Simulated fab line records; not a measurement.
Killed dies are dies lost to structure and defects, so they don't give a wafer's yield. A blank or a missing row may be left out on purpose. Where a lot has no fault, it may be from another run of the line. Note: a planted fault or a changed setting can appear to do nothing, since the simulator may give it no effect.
The tool behind it: which one? | flow berkeley-cmos170 | 13 lots, 37 wafers sampled, at 6 steps of a route of 331

WHAT THE GAUGES SHOWED, per wafer
UCB170_CONTACT_CD_MEAS_90: target cd 700 nm. Usual: 699.9 nm for cd-nm, sd 1.5.
lot  | measured     | on        | cd-nm (nm)        | flag
L452 | day 8 17:13  | cd-sem-01 | 697.0 698.6 697.9 |
L451 | day 8 17:36  | cd-sem-02 | 699.7 698.6 698.5 |
L453 | day 8 17:52  | cd-sem-01 | 700.8 700.6 700.1 |
L455 | day 8 23:38  | cd-sem-02 | 699.2 700.9 699.5 |
L454 | day 8 23:53  | cd-sem-01 | 700.0 700.7 698.9 |
L456 | day 9 18:15  | cd-sem-01 | 699.2 700.3 700.5 |
L459 | day 10 06:50 | cd-sem-02 | 701.6 700.7 700.3 |
L458 | day 10 07:09 | cd-sem-01 | 698.6 694.3 698.9 |
L460 | day 10 17:11 | cd-sem-01 | 701.3 699.2 700.3 |
L466 | day 11 15:55 | cd-sem-02 | 699.6             |
L469 | day 12 09:08 | cd-sem-02 | 700.3 699.0 699.3 |
L471 | day 12 17:23 | cd-sem-02 | 700.3 701.6 701.1 |
L470 | day 12 19:49 | cd-sem-02 | 702.0 700.8 701.8 |

UCB170_M1_RS_MEAS_01: measures by four-point-probe. Usual: M1_AL_RS gives 0.0483 ohm/sq (standard deviation 0.00074).
lot  | measured     | on            | M1_AL_RS (ohm/sq)    | flag
L452 | day 8 17:35  | film-metro-03 | 0.0491 0.0481 0.0490 |
L451 | day 8 17:58  | film-metro-04 | 0.0478 0.0482 0.0474 |
L453 | day 8 18:17  | film-metro-02 | 0.0494 0.0497 0.0480 |
L455 | day 8 23:59  | film-metro-03 | 0.0488 0.0485 0.0487 |
L454 | day 9 00:14  | film-metro-02 | 0.0484 0.0480 0.0473 |
L456 | day 9 18:38  | film-metro-02 | 0.0489 0.0475 0.0487 |
L459 | day 10 07:11 | film-metro-04 | 0.0473 0.0480 0.0479 |
L458 | day 10 07:31 | film-metro-02 | 0.0479 0.0489 0.0489 |
L460 | day 10 17:34 | film-metro-04 | 0.0498 0.0480 0.0496 |
L466 | day 11 16:17 | film-metro-03 | 0.0511               | OFF
L469 | day 12 09:30 | film-metro-04 | 0.0488 0.0476 0.0479 |
L471 | day 12 17:45 | film-metro-02 | 0.0480 0.0480 0.0476 |
L470 | day 12 20:17 | film-metro-03 | 0.0480 0.0485 0.0484 |

UCB170_M1_THK_MEAS_02: measures by xrf. Usual: M1_AL_THK gives 606 nm (standard deviation 9.7).
lot  | measured     | on            | M1_AL_THK (nm) | flag
L452 | day 8 17:41  | film-metro-03 | 596 609 598    |
L451 | day 8 18:03  | film-metro-04 | 615 614 623    |
L453 | day 8 18:25  | film-metro-02 | 594 589 609    |
L455 | day 9 00:05  | film-metro-03 | 603 603 602    |
L454 | day 9 00:20  | film-metro-02 | 601 607 617    |
L456 | day 9 18:45  | film-metro-02 | 600 617 600    |
L459 | day 10 07:17 | film-metro-04 | 620 611 609    |
L458 | day 10 07:37 | film-metro-02 | 609 598 599    |
L460 | day 10 17:40 | film-metro-04 | 584 609 589    |
L466 | day 11 16:23 | film-metro-03 | 571            | OFF
L469 | day 12 09:36 | film-metro-04 | 602 617 616    |
L471 | day 12 17:52 | film-metro-02 | 611 611 615    |
L470 | day 12 20:24 | film-metro-03 | 612 603 608    |

UCB170_M1_CD_MEAS_90: target cd 700 nm. Usual: 701 nm for cd-nm, sd 4.6.
lot  | measured     | on        | cd-nm (nm)  | flag
L452 | day 8 19:02  | cd-sem-01 | 710 706 713 |
L451 | day 8 19:36  | cd-sem-02 | 698 704 700 |
L453 | day 8 19:48  | cd-sem-01 | 706 707 704 |
L455 | day 9 01:34  | cd-sem-02 | 705 703 699 |
L454 | day 9 01:57  | cd-sem-01 | 700 700 699 |
L456 | day 9 20:05  | cd-sem-01 | 704 702 704 |
L459 | day 10 08:56 | cd-sem-01 | 699 698 694 |
L458 | day 10 09:13 | cd-sem-01 | 702 701 704 |
L460 | day 10 20:03 | cd-sem-02 | 698 692 692 |
L466 | day 11 17:52 | cd-sem-02 | 707         |
L469 | day 12 11:07 | cd-sem-02 | 707 700 701 |
L471 | day 12 20:25 | cd-sem-02 | 693 695 697 |
L470 | day 12 22:10 | cd-sem-02 | 699 707 709 |

TOOL THAT RAN EACH LOT (tool first, then ch and the chambers of the sampled wafers, then the start)
lot  | UCB170_CONTACT_ETCH_18                        | UCB170_M1_SPUTTER_00
L452 | rie-diel-03 ch 0,3, day 8 17:13 or earlier    | pvd-sputter-02, day 8 17:29
L451 | rie-diel-01 ch 1,2, day 8 17:36 or earlier    | pvd-sputter-01, day 8 17:50
L453 | rie-diel-03 ch 1,3, day 8 17:52 or earlier    | pvd-sputter-02, day 8 18:14
L455 | rie-diel-01 ch 0,1,2, day 8 23:38 or earlier  | pvd-sputter-02, day 8 23:54
L454 | rie-diel-04 ch 2,3, day 8 23:53 or earlier    | pvd-sputter-01, day 9 00:08
L456 | rie-diel-04 ch 0,3, day 9 18:15 or earlier    | pvd-sputter-01, day 9 18:34
L459 | rie-diel-01 ch 0,1, day 10 06:50 or earlier   | pvd-sputter-01, day 10 07:05
L458 | rie-diel-04 ch 2,3, day 10 07:09 or earlier   | pvd-sputter-02, day 10 07:25
L460 | rie-diel-04 ch 0,1,3, day 10 17:11 or earlier | pvd-sputter-02, day 10 17:28
L466 | rie-diel-03 ch 1, day 11 15:55 or earlier     | pvd-sputter-02, day 11 16:11
L469 | rie-diel-04 ch 0,2, day 12 09:08 or earlier   | pvd-sputter-01, day 12 09:24
L471 | rie-diel-04 ch 1,2,3, day 12 17:23 or earlier | pvd-sputter-04, day 12 17:41
L470 | rie-diel-01 ch 0,3, day 12 19:49 or earlier   | pvd-sputter-01, day 12 20:13
- UCB170_CONTACT_ETCH_18: etches PSG in CHF3/CF4/Ar, stops on TiSi2, target depth 840 nm, time 195 s.
- UCB170_M1_SPUTTER_00: material Al, target thk 600 nm, time 80 s.

WHAT THE TOOLS THEMSELVES READ (means of the sampled wafers that have a number; where no wafer has one, the mark that the record gives instead)
UCB170_CONTACT_ETCH_18. Usual: CHF3_flow_sccm 44.98 sccm, standard deviation 0.12; drypump-motor-current-A 5.7 A, standard deviation 0.39; oes-product-au 0.897 a.u., standard deviation 0.013; throttle-valve-pct 6.94 %, standard deviation 0.12.
lot  | tool        | CHF3_flow_sccm (sccm) | drypump-motor-current-A (A) | oes-product-au (a.u.) | throttle-valve-pct (%) | flag
L452 | rie-diel-03 | 44.93                 | 5.3                         | 0.907                 | 6.98                   |
L451 | rie-diel-01 | 44.99                 | 5.2                         | 0.879                 | 7.03                   |
L453 | rie-diel-03 | 44.95                 | 5.9                         | 0.908                 | 6.89                   |
L455 | rie-diel-01 | 44.89                 | 5.6                         | 0.896                 | 7.00                   |
L454 | rie-diel-04 | 44.99                 | 5.6                         | 0.894                 | 6.98                   |
L456 | rie-diel-04 | 44.87                 | 6.0                         | 0.900                 | 6.98                   |
L459 | rie-diel-01 | 45.19                 | 5.7                         | 0.898                 | 7.06                   |
L458 | rie-diel-04 | 44.94                 | 5.8                         | 0.902                 | 7.04                   |
L460 | rie-diel-04 | 45.06                 | 5.9                         | 0.898                 | 6.91                   |
L466 | rie-diel-03 | 44.77                 | 5.9                         | 0.906                 | 6.82                   |
L469 | rie-diel-04 | 45.01                 | 5.8                         | 0.912                 | 6.80                   |
L471 | rie-diel-04 | 44.97                 | 5.7                         | 0.892                 | 6.97                   |
L470 | rie-diel-01 | 45.01                 | 6.0                         | 0.899                 | 6.93                   |

UCB170_M1_SPUTTER_00. Usual: 29.6 % for throttle-valve-pct, sd 0.94.
lot  | tool           | throttle-valve-pct (%) | flag
L452 | pvd-sputter-02 | 29.9                   |
L451 | pvd-sputter-01 | 29.0                   |
L453 | pvd-sputter-02 | 29.1                   |
L455 | pvd-sputter-02 | 29.6                   |
L454 | pvd-sputter-01 | 29.4                   |
L456 | pvd-sputter-01 | 29.3                   |
L459 | pvd-sputter-01 | 29.3                   |
L458 | pvd-sputter-02 | 30.1                   |
L460 | pvd-sputter-02 | 29.9                   |
L466 | pvd-sputter-02 | 28.6                   |
L469 | pvd-sputter-01 | 30.1                   |
L471 | pvd-sputter-04 | 29.4                   |
L470 | pvd-sputter-01 | 29.7                   |

THE ANSWER, worked out from the rows above alone
Rule: take the mean of a lot's wafers that have a number; if it is more than 3 standard deviations from the usual mean, the lot is off. Also off: a lot with no number at a reading for which 4 or more lots have one. Where the step has rows for the other lots, those lots are counted as sound. After the gauges, taken in route order, come the tools' own readings; for these a lot's mean is taken, as printed above. At the first step where some lot is off, the reading lying furthest off is the one used; lots without a number count as furthest.
Off: L466, seen at UCB170_M1_RS_MEAS_01 (M1_AL_RS).
If a tool, at a process step before that reading, ran all the lots that are off and no sound lot after the first of them, it fits. The gauges at UCB170_M1_RS_MEAS_01 are tried like those tools. Because UCB170_CONTACT_ETCH_18 lacks a start for some lots, the hours and order of its lots are taken from UCB170_CONTACT_CD_MEAS_90. Can't be told from this: 2 tools fit, rie-diel-03 at UCB170_CONTACT_ETCH_18, pvd-sputter-02 at UCB170_M1_SPUTTER_00.

WHAT THE SIMULATOR HAD INSERTED
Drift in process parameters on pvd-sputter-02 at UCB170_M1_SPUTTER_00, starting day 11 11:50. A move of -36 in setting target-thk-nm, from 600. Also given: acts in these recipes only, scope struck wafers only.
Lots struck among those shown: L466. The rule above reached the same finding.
